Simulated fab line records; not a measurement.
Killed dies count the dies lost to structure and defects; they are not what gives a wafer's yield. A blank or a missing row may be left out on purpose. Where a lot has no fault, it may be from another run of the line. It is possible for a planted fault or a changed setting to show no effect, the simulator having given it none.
Which tool is to blame? | flow berkeleyCmos170 | 13 lots, 37 wafers sampled, at 5 steps of a route of 331

== WHAT THE GAUGES READ, wafer by wafer ==
UCB170_SCREENOX_THK_MEAS_02.
lot  | measured    | on           | SCREENOX_OXIDE_THK (nm)
L830 | day 5 12:51 | filmMetro-01 | 14.9 14.7 15.0
L832 | day 5 12:52 | filmMetro-02 | 14.6 14.8 15.0
L834 | day 6 11:09 | filmMetro-01 | 14.0 14.2 14.0
L837 | day 6 22:43 | filmMetro-03 | 14.5 14.7 14.2
L839 | day 7 12:15 | filmMetro-01 | 14.2 13.8 13.8
L840 | day 7 12:16 | filmMetro-03 | 14.3 14.0 14.3
L841 | day 7 12:19 | filmMetro-01 | 14.5 14.4 14.2
L842 | day 8 01:10 | filmMetro-02 | 14.2
L846 | day 8 17:17 | filmMetro-03 | 14.2 14.0 14.1
L847 | day 8 17:17 | filmMetro-01 | 14.5 14.3 14.3
L848 | day 9 11:34 | filmMetro-03 | 14.5 14.4 14.5
L849 | day 9 11:39 | filmMetro-03 | 14.4 14.3 14.5
L850 | day 9 21:28 | filmMetro-02 | 14.1 14.4 14.6

UCB170_V1_THK_MEAS_01.
lot  | measured     | on           | V1_TEOS_THK (nm)
L830 | day 7 10:45  | filmMetro-04 | 1998 2040 2024
L832 | day 7 10:46  | filmMetro-01 | 1996 2003 2024
L834 | day 8 19:10  | filmMetro-02 | 1952 2014 2025
L837 | day 8 23:05  | filmMetro-04 | 1965 1993 1989
L839 | day 9 15:32  | filmMetro-04 | 2026 2015 2008
L840 | day 9 15:32  | filmMetro-01 | 1986 2042 2039
L841 | day 9 15:32  | filmMetro-02 | 1945 1976 1997
L842 | day 10 14:13 | filmMetro-02 | 1678
L846 | day 10 20:28 | filmMetro-02 | 1965 1967 1987
L847 | day 10 20:28 | filmMetro-04 | 2002 1990 2018
L848 | day 11 08:54 | filmMetro-04 | 1974 2020 1984
L849 | day 11 08:55 | filmMetro-02 | 1991 2024 2017
L850 | day 11 17:28 | filmMetro-04 | 1935 2010 1975

UCB170_M2_CD_MEAS_15 targets a cd of 700 nm.
lot  | measured     | on       | cdNm (nm)
L830 | day 7 15:11  | cdSem-02 | 701.0 698.8 699.9
L832 | day 7 15:54  | cdSem-01 | 699.1 699.2 700.8
L834 | day 9 00:20  | cdSem-02 | 703.3 702.2 702.7
L837 | day 9 04:01  | cdSem-02 | 698.9 699.7 700.4
L839 | day 9 21:46  | cdSem-01 | 701.5 700.7 699.7
L840 | day 9 21:11  | cdSem-01 | 699.8 699.5 697.9
L841 | day 9 20:37  | cdSem-01 | 701.5 701.7 700.2
L842 | day 10 18:15 | cdSem-01 | 698.8
L846 | day 11 02:44 | cdSem-01 | 699.1 700.3 698.3
L847 | day 11 02:30 | cdSem-02 | 701.7 702.3 701.1
L848 | day 11 13:54 | cdSem-01 | 697.8 698.7 698.0
L849 | day 11 13:25 | cdSem-02 | 699.2 698.8 699.8
L850 | day 11 22:43 | cdSem-01 | 699.7 700.8 699.8

== WHAT TOOL EACH LOT RAN ON (gives the tool, then ch and the chambers of the sampled wafers, and finally the start) ==
lot  | UCB170_NSD_STRIP_09                 | UCB170_V1_CVD_00
L830 | plasmaAsher-03 ch 0,1, day 6 20:48  | pecvd-02 ch 0,1, day 7 10:35
L832 | plasmaAsher-01 ch 0,1, day 6 21:11  | pecvd-04 ch 1,2, day 7 10:35
L834 | plasmaAsher-04 ch 0,1, day 8 02:11  | pecvd-04 ch 0,1,2, day 8 19:01
L837 | plasmaAsher-03 ch 0,1, day 8 09:25  | pecvd-02 ch 0,1,2, day 8 22:55
L839 | plasmaAsher-03 ch 0, day 9 01:16    | pecvd-01 ch 0,1,2, day 9 15:22
L840 | plasmaAsher-04 ch 0,1, day 9 01:43  | pecvd-02 ch 0,1,2, day 9 15:22
L841 | plasmaAsher-04 ch 0,1, day 9 00:25  | pecvd-04 ch 0,1,2, day 9 15:22
L842 | plasmaAsher-04 ch 1, day 9 12:25    | pecvd-02 ch 0, day 10 14:06
L846 | plasmaAsher-01 ch 0,1, day 10 05:43 | pecvd-01 ch 0,1,2, day 10 20:19
L847 | plasmaAsher-03 ch 0, day 10 05:22   | pecvd-04 ch 0,2, day 10 20:19
L848 | plasmaAsher-01 ch 1, day 10 17:56   | pecvd-04 ch 1,2, day 11 08:44
L849 | plasmaAsher-04 ch 0,1, day 10 18:14 | pecvd-01 ch 0,2, day 11 08:44
L850 | plasmaAsher-03 ch 0, day 11 04:05   | pecvd-04 ch 1,2, day 11 17:16
- UCB170_NSD_STRIP_09: strips in O2.
- UCB170_V1_CVD_00: deposits SiO2 from TEOS/O2, target thk 2000 nm, time 250 s.

== AS READ BY THE TOOLS THEMSELVES (means over the sampled wafers that have a number; for cases with no such wafer, the mark the record gives instead) ==
UCB170_NSD_STRIP_09.
lot  | tool           | chamberPressureMTorr (mTorr) | drypumpMotorCurrentA (A) | oesProductAu (a.u.) | stripTimeToEndpointS (s)
L830 | plasmaAsher-03 | 3499                         | 5.3                      | 0.526               | 35.84
L832 | plasmaAsher-01 | 3498                         | 5.4                      | 0.534               | 35.71
L834 | plasmaAsher-04 | 3501                         | 5.0                      | 0.534               | 35.80
L837 | plasmaAsher-03 | 3498                         | 5.3                      | 0.536               | 35.86
L839 | plasmaAsher-03 | 3498                         | 5.4                      | 0.532               | 35.80
L840 | plasmaAsher-04 | 3498                         | 5.2                      | 0.530               | 35.83
L841 | plasmaAsher-04 | 3497                         | 5.2                      | 0.536               | 35.92
L842 | plasmaAsher-04 | 3499                         | 5.5                      | 0.537               | 35.85
L846 | plasmaAsher-01 | 3500                         | 5.7                      | 0.533               | 36.05
L847 | plasmaAsher-03 | 3502                         | 5.4                      | 0.533               | 35.78
L848 | plasmaAsher-01 | 3501                         | 5.9                      | 0.532               | 35.86
L849 | plasmaAsher-04 | 3499                         | 5.0                      | 0.534               | 35.90
L850 | plasmaAsher-03 | 3498                         | 5.4                      | 0.533               | 35.97

UCB170_V1_CVD_00.
lot  | tool     | heaterPowerW (W) | rfFwdPowerW (W) | runLengthS (s)
L830 | pecvd-02 | 316              | 547.6           | 278.0
L832 | pecvd-04 | 179              | 548.0           | 277.8
L834 | pecvd-04 | 202              | 548.9           | 277.9
L837 | pecvd-02 | 306              | 548.7           | 278.1
L839 | pecvd-01 | 245              | 548.8           | 277.6
L840 | pecvd-02 | 297              | 547.2           | 277.7
L841 | pecvd-04 | 249              | 551.8           | 277.7
L842 | pecvd-02 | 249              | -               | 235.9
L846 | pecvd-01 | 233              | 547.7           | 278.2
L847 | pecvd-04 | 223              | 548.3           | 277.6
L848 | pecvd-04 | 183              | 548.9           | 278.0
L849 | pecvd-01 | 227              | 548.0           | 277.6
L850 | pecvd-04 | 190              | 549.0           | 278.0

== THE ANSWER, worked out from the rows above alone ==
Rule: usual is defined by the lots themselves. The widest of any qualifying gaps counts: lots, ordered by their means at a reading, are off when they make up no more than a third of the lots, leave a main group of 4 or more, and stand apart from it by 3 or more times the standard deviation of that group's means. Not used: any main group whose means are identical at the precision the tables above print for the reading. A lot without any number at a reading at which 4 lots or more have one is off too. Where the step has rows for the other lots, those lots are counted as sound. First the gauges in route order, then the tools' own readings, where a lot's mean is used as printed above. At the first step where some lot is off, the reading lying furthest off is the one used; lots without a number count as furthest.
Off: L842, at UCB170_V1_THK_MEAS_01 (V1_TEOS_THK). For the main group the mean is 1998 nm and the standard deviation 18.
If a tool, at a process step before that reading, ran all the lots that are off and no sound lot after the first of them, it fits. The gauges at UCB170_V1_THK_MEAS_01 aren't tried: what is off there is off at UCB170_V1_CVD_00 too, on other tools, and a gauge's error can't cause that. One fits: UCB170_V1_CVD_00 on pecvd-02. A fault onset in the window from L840 (day 9 15:22, its last sound lot) to L842 (day 10 14:06, its first lot off) fits.
On the lots that are off, the tool's own readings at UCB170_V1_CVD_00 differ by more than 5 times the standard deviation of the sound lots' means, which bears it out; runLengthS reads 235.9 s there versus 277.9 s on the sound lots.
Blank at UCB170_V1_CVD_00 on the lots that are off, where sound lots have numbers: rfFwdPowerW.

== WHAT THE SIMULATOR HAD PUT IN ==
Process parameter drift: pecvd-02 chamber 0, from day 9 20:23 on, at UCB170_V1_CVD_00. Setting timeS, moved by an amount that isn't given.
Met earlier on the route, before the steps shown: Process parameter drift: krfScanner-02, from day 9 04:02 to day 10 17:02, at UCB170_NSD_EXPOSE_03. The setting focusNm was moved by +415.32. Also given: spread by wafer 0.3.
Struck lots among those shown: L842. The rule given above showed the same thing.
